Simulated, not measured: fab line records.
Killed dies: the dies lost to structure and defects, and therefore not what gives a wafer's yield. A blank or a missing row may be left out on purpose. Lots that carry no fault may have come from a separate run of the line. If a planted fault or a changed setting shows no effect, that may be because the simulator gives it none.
fab line records ; flow berkeleyCmos170
record: lots: 5; wafers: 23
route steps=331 shown M3@327
startH: start of the lot's first displayed wafer, in hours after the record's first day ; waitH: hours since the lot's step before ; " repeats the value in the row above ; L1.1+2: a row that stands for several wafers ; - value missing, or start not given ; * or withheld: withheld ; < > ~ a bound
route shown NAME@n: names a module that has steps shown in the file, with the first one's number in the route ; usual: average and standard deviation across the fault-free wafers ; same: alike in all rows ; chamber/n: place in a boat ; sites: the reading at each site ; _std_site: standard deviation across them ; _edge_site: inner sites' mean taken away from outer sites' mean ; radiusMm: how far each site lies from the wafer's centre ; mask NAME#n: copy n ; behind: the most recent tool/chamber to have shaped the wafer ; hold: cause of the lot's hold/its duration in hours/its outcome ; device: whichever transistor did not switch (one of n, p or np) ; end of line: tests of these same wafers at the route's end ; a step without rows: its recipe alone ; killed: not the wafer's yield, but the dies lost to structure and defects at the first sort ; map: dies across one wafer; x = killed, . = not, _ = none there
set.NAME: the setting that was run; set.NAME@STEP: the one run at that earlier step ; model.NAME: the simulator's own value behind a step, which no gauge read
lots where settings were altered on purpose, with a table for each step and a row for each wafer
== steps ==
step: UCB170_M3_METAL_ETCH_18
recipe: chemistry: Cl2/BCl3; target: Al; stopOn: SiO2; pressureMtorr: 12; targetDepthA: 11700; overEtchFrac: 0.3; timeS: 195; icpW: 600; biasW: 120; Cl2_flow_sccm: 90; bcl3FlowSccm: 45
lot.wafer;tool;chamber;startH;waitH;set.timeS;model.KrF_of_M3_COAT_10.thkNm
L077.1;rieMetal-04;0;196.83;-;171.7;304.5
L077.2;rieMetal-04;1;196.83;-;195;-
L077.3;rieMetal-04;0;196.83;-;171.7;-
L077.4;rieMetal-04;1;196.83;-;171.7;280.9
L077.6;rieMetal-04;0;196.83;-;195;229.6
L075.1;rieMetal-01;0;197.73;-;195;229.3
L075.2;rieMetal-01;1;197.73;-;195;214.8
L075.3;rieMetal-01;0;197.73;-;195;223.8
L075.5;rieMetal-01;1;197.73;-;213.8;149.3
L075.6;rieMetal-01;0;197.73;-;213.8;162.8
L079.1;rieMetal-04;1;219.23;-;195;198.1
L079.2;rieMetal-04;0;219.23;-;195;227.2
L079.5;rieMetal-04;0;219.23;-;195;222.9
L085.1;rieMetal-01;1;242.62;-;195;212.3
L085.2;rieMetal-01;0;242.62;-;206.5;174.5
L085.3;rieMetal-01;1;242.62;-;206.5;166.6
L085.4;rieMetal-01;0;242.62;-;195;216
L085.6;rieMetal-01;0;242.62;-;195;222.1
L084.1;rieMetal-03;1;243.63;-;169.5;287.5
L084.2;rieMetal-03;0;243.63;-;169.5;290.6
L084.3+5;rieMetal-03;0;243.63;-;195;-
L084.6;rieMetal-03;1;243.63;-;195;191.5
step: UCB170_M3_STRIP_19
recipe: chemistry: O2; powerW: 400; pressureMtorr: 3500; platenTempC: withheld; o2FlowSccm: 400; overashFraction: 0.5
usual: oesProductAu: 0.541/0.014
lot.wafer;tool;chamber;startH;waitH;set.timeS@M3_METAL_ETCH_18;oesProductAu
L077.1;plasmaAsher-02;1;197.02;0.1;171.7;0.630
L077.2;plasmaAsher-02;0;197.02;0.1;195;0.540
L077.3;plasmaAsher-02;1;197.02;0.1;171.7;0.658
L077.4;plasmaAsher-02;0;197.02;0.1;171.7;0.613
L077.6;plasmaAsher-02;1;197.02;0.1;195;0.566
L075.1;plasmaAsher-03;1;197.92;0.1;195;0.559
L075.2;plasmaAsher-03;0;197.92;0.1;195;0.550
L075.3;plasmaAsher-03;0;197.92;0.1;195;0.558
L075.5;plasmaAsher-03;1;197.92;0.1;213.8;0.483
L075.6;plasmaAsher-03;0;197.92;0.1;213.8;0.488
L079.1;plasmaAsher-01;0;219.42;0.1;195;0.526
L079.2;plasmaAsher-01;1;219.42;0.1;195;0.565
L079.5;plasmaAsher-01;0;219.42;0.1;195;0.551
L085.1;plasmaAsher-01;1;242.81;0.1;195;0.543
L085.2;plasmaAsher-01;0;242.81;0.1;206.5;0.503
L085.3;plasmaAsher-01;1;242.81;0.1;206.5;0.498
L085.4;plasmaAsher-01;0;242.81;0.1;195;0.552
L085.6;plasmaAsher-01;1;242.81;0.1;195;0.556
L084.1;plasmaAsher-02;1;243.82;0.1;169.5;0.619
L084.2;plasmaAsher-02;0;243.82;0.1;169.5;0.620
L084.3;plasmaAsher-02;0;243.82;0.1;195;0.540
L084.5;plasmaAsher-02;1;243.82;0.1;195;0.527
L084.6;plasmaAsher-02;0;243.82;0.1;195;0.523
== key ==
split: step: UCB170_M3_METAL_ETCH_18; setting: timeS; stated: 195; by: wafer
response: step: UCB170_M3_METAL_ETCH_18; reading: model.KrF_of_M3_COAT_10.thkNm; change: -6.76; per: 1%; r: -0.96
response: step: UCB170_M3_STRIP_19; reading: oesProductAu; change: -0.00705; per: 1%; r: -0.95
